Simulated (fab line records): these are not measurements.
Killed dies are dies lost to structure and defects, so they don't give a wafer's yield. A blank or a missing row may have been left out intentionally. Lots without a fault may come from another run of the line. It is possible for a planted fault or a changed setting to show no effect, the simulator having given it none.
fab line records    flow berkeley_cmos170
record lots=13  wafers=39  last_day=12
route steps=331 shown START@1 SPACER@171 BACKSIDE@202 CONTACT@231
lots that met no fault: from a run of the same line without faults
start_h: start of the lot's first displayed wafer, in hours after the record's first day    wait_h: hours since the lot's step before    " as in the row above    L1.1+2: several wafers, shown together as one row    - no value present, or no start provided    * or withheld: withheld    < > ~ a bound
route shown NAME@n: NAME is a module with steps in the file, n the number in the route of the first one    usual: the fault-free wafers' mean and standard deviation    same: alike in all rows    chamber/n: place in a boat    sites: the reading at each site    _std_site: how widely they spread, as a standard deviation    _edge_site: outer sites' mean less inner sites'    radius_mm: how far each site lies from the wafer's centre    mask NAME#n: copy n    behind: the tool/chamber that last shaped the wafer    hold: the reason the lot was held/the length of the hold in hours/how it ended    device: names the non-switching transistor (n, p or np)    end of line: tests of these same wafers at the route's end    step lacking rows: just its recipe    killed: the dies lost at the first sort to structure and to defects; this is not the yield of the wafer    map: shows each die of a wafer: x if killed, . if not, _ if none is there
set.NAME: the setting the step ran with; set.NAME@STEP: the setting that earlier step ran with    model.NAME: the simulator's own value behind a step, which no gauge read
route steps across a sampled set of lots; one table per step, one row per wafer
services: from which hour (start_h, from the record's first day; less than 0 if before it) a tool's chamber was out of use, for how many hours, and why
## steps
# step UCB170_START_BOW_MEAS_00
# recipe mode=bow
# usual INCOMING_BOW=0/6.3
lot.wafer  tool           chamber  start_h  wait_h  INCOMING_BOW[um]
L511.2     film_metro-02  -        10.02    -       -4
L511.5     "              -        "        "       -2
L511.6     "              -        "        "       -5
L513.1     film_metro-03  -        20.00    -       3
L513.2     "              -        "        "       5
L513.5     "              -        "        "       3
L514.1     film_metro-02  -        25.00    -       8
L514.3     "              -        "        "       -1
L514.4     "              -        "        "       3
L515.3     film_metro-03  -        30.04    -       -7
L515.4     "              -        "        "       -1
L515.6     "              -        "        "       -4
L516.3     film_metro-03  -        35.04    -       -3
L516.5     "              -        "        "       13
L516.6     "              -        "        "       9
L517.3     film_metro-02  -        40.04    -       11
L517.4     "              -        "        "       -2
L517.6     "              -        "        "       -1
L518.2     film_metro-01  -        45.02    -       0
L518.3     "              -        "        "       1
L518.6     "              -        "        "       -6
L519.2     film_metro-01  -        50.02    -       -1
L519.5     "              -        "        "       -13
L519.6     "              -        "        "       7
L520.1     film_metro-01  -        55.00    -       5
L520.5     "              -        "        "       -4
L520.6     "              -        "        "       7
L522.2     film_metro-01  -        65.02    -       -4
L522.3     "              -        "        "       -10
L522.6     "              -        "        "       3
L525.1     film_metro-01  -        80.00    -       -12
L525.2     "              -        "        "       -1
L525.3     "              -        "        "       4
L528.1     film_metro-01  -        95.00    -       -11
L528.2     "              -        "        "       6
L528.5     "              -        "        "       -8
L529.2     film_metro-01  -        100.02   -       -5
L529.3     "              -        "        "       -6
L529.5     "              -        "        "       -3
# step UCB170_SPACER_CVD_00
# recipe material=SiO2  target_thk_nm=376  temp_c=390  precursor=TEOS/O2  time_s=47  rf_w=550  pressure_mtorr=9000
# usual heater_power_w=253/42  rf_fwd_power_W=544.9/1.9
lot.wafer  tool      chamber  start_h  wait_h  heater_power_w  rf_fwd_power_W
L511.2     pecvd-04  2        164.83   0.0     294             547.4
L511.5     "         0        "        "       238             545.5
L511.6     "         2        "        "       201             546.3
L513.1     pecvd-02  2        173.73   0.0     226             544.7
L513.2     "         0        "        "       187             544.9
L513.5     "         1        "        "       308             546.9
L516.3     pecvd-02  0        183.19   0.0     235             543.0
L516.5     "         2        "        "       237             547.2
L516.6     "         1        "        "       227             544.7
L515.3     pecvd-01  0        183.51   0.0     221             546.6
L515.4     "         1        "        "       267             541.3
L515.6     "         2        "        "       165             544.9
L514.1     pecvd-04  0        184.06   0.0     288             545.4
L514.3     "         2        "        "       219             542.2
L514.4     "         2        "        "       234             546.7
L520.1     pecvd-02  2        206.47   0.0     237             544.9
L520.5     "         1        "        "       294             546.2
L520.6     "         2        "        "       261             544.2
L518.2     pecvd-01  1        207.31   0.0     300             543.1
L518.3     "         0        "        "       257             546.5
L518.6     "         1        "        "       304             542.3
L519.2     pecvd-04  1        207.88   0.0     304             546.3
L519.5     "         1        "        "       313             544.3
L519.6     "         2        "        "       264             543.6
L517.3     pecvd-01  2        208.09   0.0     194             548.2
L517.4     "         2        "        "       199             544.9
L517.6     "         0        "        "       234             545.3
L522.2     pecvd-02  1        208.09   0.0     309             547.3
L522.3     "         2        "        "       303             542.1
L522.6     "         1        "        "       317             542.7
L528.1     pecvd-01  0        234.48   0.0     236             546.4
L528.2     "         1        "        "       310             543.8
L528.5     "         2        "        "       192             542.3
L525.1     pecvd-01  1        235.24   0.0     298             540.6
L525.2     "         0        "        "       196             548.2
L525.3     "         2        "        "       163             544.3
L529.2     pecvd-04  1        250.27   0.0     239             543.5
L529.3     "         0        "        "       267             546.0
L529.5     "         2        "        "       251             549.1
# step UCB170_SPACER_THK_MEAS_01
# recipe reads=SiO2_of_SPACER_CVD_00
# usual SPACER_TEOS_THK=376/5.9
lot.wafer  tool           chamber  start_h  wait_h  SPACER_TEOS_THK[nm]
L511.2     film_metro-04  -        164.88   0.0     362
L511.5     "              -        "        "       371
L511.6     "              -        "        "       374
L513.1     film_metro-04  -        173.77   0.0     369
L513.2     "              -        "        "       371
L513.5     "              -        "        "       381
L516.3     film_metro-04  -        183.26   0.0     369
L516.5     "              -        "        "       375
L516.6     "              -        "        "       377
L515.3     film_metro-03  -        183.57   0.0     371
L515.4     "              -        "        "       384
L515.6     "              -        "        "       382
L514.1     film_metro-03  -        184.10   0.0     364
L514.3     "              -        "        "       367
L514.4     "              -        "        "       373
L520.1     film_metro-03  -        206.51   0.0     375
L520.5     "              -        "        "       378
L520.6     "              -        "        "       379
L518.2     film_metro-01  -        207.36   0.0     376
L518.3     "              -        "        "       371
L518.6     "              -        "        "       384
L519.2     film_metro-01  -        207.94   0.0     372
L519.5     "              -        "        "       376
L519.6     "              -        "        "       383
L522.2     film_metro-03  -        208.14   0.0     374
L522.3     "              -        "        "       372
L522.6     "              -        "        "       379
L517.3     film_metro-01  -        208.15   0.0     374
L517.4     "              -        "        "       384
L517.6     "              -        "        "       376
L528.1     film_metro-04  -        234.52   0.0     376
L528.2     "              -        "        "       379
L528.5     "              -        "        "       387
L525.1     film_metro-03  -        235.34   0.1     379
L525.2     "              -        "        "       377
L525.3     "              -        "        "       341
L529.2     film_metro-04  -        250.32   0.0     367
L529.3     "              -        "        "       369
L529.5     "              -        "        "       375
# step UCB170_BACKSIDE_STRIP_03
# recipe chemistry=O2  power_w=400  pressure_mtorr=3500  platen_temp_c=withheld  o2_flow_sccm=400  overash_fraction=0.5
# usual chamber_pressure_mTorr=3500.1/2.9  drypump_motor_current_A=6.0/0.42  oes_product_au=0.735/0.0048  strip_time_to_endpoint_s=21.99/0.064
lot.wafer  tool             chamber  start_h  wait_h  chamber_pressure_mTorr  drypump_motor_current_A  oes_product_au  rf_hours_counter_h  strip_time_to_endpoint_s
L511.2     plasma_asher-04  1        180.79   0.1     3493.4                  5.5                      0.731           41                  22.00
L511.5     "                1        "        "       3502.5                  5.5                      0.735           -                   22.01
L511.6     "                0        "        "       3497.1                  5.3                      0.733           -                   21.98
L513.1     plasma_asher-02  0        184.56   0.1     3501.1                  6.4                      0.738           50                  21.91
L513.2     "                1        "        "       3498.3                  6.1                      0.732           50                  21.95
L513.5     "                1        "        "       3504.6                  6.1                      0.732           -                   21.94
L516.3     plasma_asher-01  1        195.30   0.1     3500.6                  6.4                      0.731           -                   22.04
L516.5     "                1        "        "       3496.7                  6.4                      0.733           -                   21.92
L516.6     "                0        "        "       3498.6                  5.6                      0.739           -                   22.03
L515.3     plasma_asher-02  1        195.71   0.1     3505.5                  6.0                      0.730           -                   21.98
L515.4     "                0        "        "       3502.0                  6.4                      0.732           -                   21.92
L515.6     "                0        "        "       3504.8                  6.4                      0.725           -                   21.93
L514.1     plasma_asher-01  1        195.84   0.1     3499.9                  6.4                      0.734           43                  22.11
L514.3     "                1        "        "       3496.6                  6.4                      0.737           -                   22.01
L514.4     "                0        "        "       3499.3                  5.6                      0.738           -                   22.07
L520.1     plasma_asher-04  1        216.93   0.1     3500.7                  5.5                      0.742           46                  22.00
L520.5     "                1        "        "       3501.4                  5.5                      0.740           -                   21.95
L520.6     "                0        "        "       3498.8                  5.2                      0.735           -                   22.05
L519.2     plasma_asher-01  1        217.12   0.1     3498.4                  6.4                      0.740           46                  22.07
L519.5     "                0        "        "       3497.3                  5.6                      0.734           -                   22.18
L519.6     "                1        "        "       3502.8                  6.4                      0.746           -                   22.17
L522.2     plasma_asher-02  0        217.29   0.1     3505.2                  6.4                      0.736           53                  22.04
L522.3     "                1        "        "       3501.2                  6.1                      0.737           -                   22.05
L522.6     "                0        "        "       3501.9                  6.4                      0.728           -                   22.04
L518.2     plasma_asher-01  1        217.38   0.1     3498.6                  6.4                      0.744           46                  21.91
L518.3     "                1        "        "       3500.1                  6.4                      0.734           -                   21.92
L518.6     "                1        "        "       3502.9                  6.4                      0.738           -                   21.94
L517.3     plasma_asher-04  1        217.86   0.1     3500.1                  5.5                      0.733           -                   21.90
L517.4     "                0        "        "       3501.4                  5.3                      0.725           -                   21.92
L517.6     "                1        "        "       3499.3                  5.5                      0.736           -                   21.92
L525.1     plasma_asher-01  1        247.72   0.1     3495.5                  6.4                      0.735           50                  22.04
L525.2     "                0        "        "       3499.4                  5.7                      0.738           50                  22.05
L525.3     "                1        "        "       3504.3                  6.4                      0.733           -                   22.01
L528.1     plasma_asher-02  1        247.83   0.1     3499.8                  6.0                      0.731           57                  22.00
L528.2     "                0        "        "       3501.6                  6.4                      0.735           57                  21.97
L528.5     "                1        "        "       3498.5                  6.0                      0.737           -                   21.94
L529.2     plasma_asher-02  1        258.55   0.1     3502.1                  6.1                      0.733           58                  21.90
L529.3     "                1        "        "       3499.9                  6.1                      0.735           -                   21.97
L529.5     "                1        "        "       3500.5                  6.1                      0.739           -                   21.98
# step UCB170_CONTACT_CD_MEAS_15
# recipe target_cd_nm=700
# usual cd_nm=700.2/1.8
lot.wafer  tool       chamber  start_h  wait_h  cd_nm
L511.2     cd_sem-01  -        186.36   -       697.8
L511.5     "          -        "        "       698.3
L511.6     "          -        "        "       698.8
L513.1     cd_sem-01  -        189.59   -       701.6
L513.2     "          -        "        "       701.7
L513.5     "          -        "        "       701.5
L516.3     cd_sem-02  -        202.45   -       701.3
L516.5     "          -        "        "       702.8
L516.6     "          -        "        "       702.2
L515.3     cd_sem-02  -        204.15   -       700.8
L515.4     "          -        "        "       700.8
L515.6     "          -        "        "       701.0
L514.1     cd_sem-02  -        204.47   -       700.5
L514.3     "          -        "        "       701.6
L514.4     "          -        "        "       701.2
L520.1     cd_sem-02  -        222.22   -       701.1
L520.5     "          -        "        "       700.6
L520.6     "          -        "        "       699.4
L519.2     cd_sem-02  -        222.91   -       699.0
L519.5     "          -        "        "       700.6
L519.6     "          -        "        "       702.6
L522.2     cd_sem-01  -        225.26   -       700.6
L522.3     "          -        "        "       699.5
L522.6     "          -        "        "       699.7
L518.2     cd_sem-02  -        225.41   -       699.0
L518.3     "          -        "        "       700.5
L518.6     "          -        "        "       699.1
L517.3     cd_sem-02  -        225.71   -       698.8
L517.4     "          -        "        "       699.0
L517.6     "          -        "        "       699.4
L525.1     cd_sem-02  -        255.03   -       699.2
L525.2     "          -        "        "       698.3
L525.3     "          -        "        "       699.2
L528.1     cd_sem-01  -        255.41   -       702.0
L528.2     "          -        "        "       703.2
L528.5     "          -        "        "       702.0
L529.2     cd_sem-01  -        263.53   -       702.1
L529.3     "          -        "        "       700.7
L529.5     "          -        "        "       701.5
## services
tool             chamber  start_h  hours  kind
plasma_asher-01  -        141.01   4.0    pm
pecvd-04         0        149.50   -      clean
pecvd-04         1        149.50   -      clean
pecvd-04         2        149.50   -      clean
plasma_asher-04  -        151.60   14.6   pm
pecvd-04         -        154.83   0.5    repair
pecvd-04         -        172.60   1.1    repair
pecvd-01         1        176.90   5.2    repair
plasma_asher-02  -        196.18   2.3    repair
pecvd-04         -        215.49   1.6    repair
pecvd-02         -        219.58   4.3    pm
plasma_asher-02  -        226.22   3.6    repair
pecvd-02         -        237.11   0.8    pm
pecvd-01         -        242.50   14.0   pm
pecvd-01         0        242.50   14.0   vent_cycle
pecvd-01         1        242.50   14.0   vent_cycle
pecvd-01         2        242.50   14.0   vent_cycle
pecvd-01         0        256.50   -      clean
pecvd-01         1        256.50   -      clean
pecvd-01         2        256.50   -      clean
## key
first_sign step=UCB170_SPACER_THK_MEAS_01  reading=SPACER_TEOS_THK  direction=down  sigmas=6.1  usual=376  struck=341
effect none on later readings
met_at UCB170_SPACER_CVD_00
struck_lots L525
struck_wafers L525.3
tester_left_out L525
not_acting_at UCB170_START_BOW_MEAS_00,UCB170_BACKSIDE_STRIP_03,UCB170_CONTACT_CD_MEAS_15
onset_between 234.48 235.24
fault kind=process_parameter_drift  tool=pecvd-01  chamber=2  onset_h=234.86  steps=UCB170_SPACER_CVD_00  channel=target_thk_nm  offset=-48.88  shape=step  end_h=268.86  acts_in=these_recipes_only  stated=376
# tester_left_out: of these lots the tester's yield and bins aren't shown, on N5 and GAA mostly nor the transistor test; their killed dies are dies lost to structure and defects alone, not to doping, threshold or leakage, so they don't give the yield
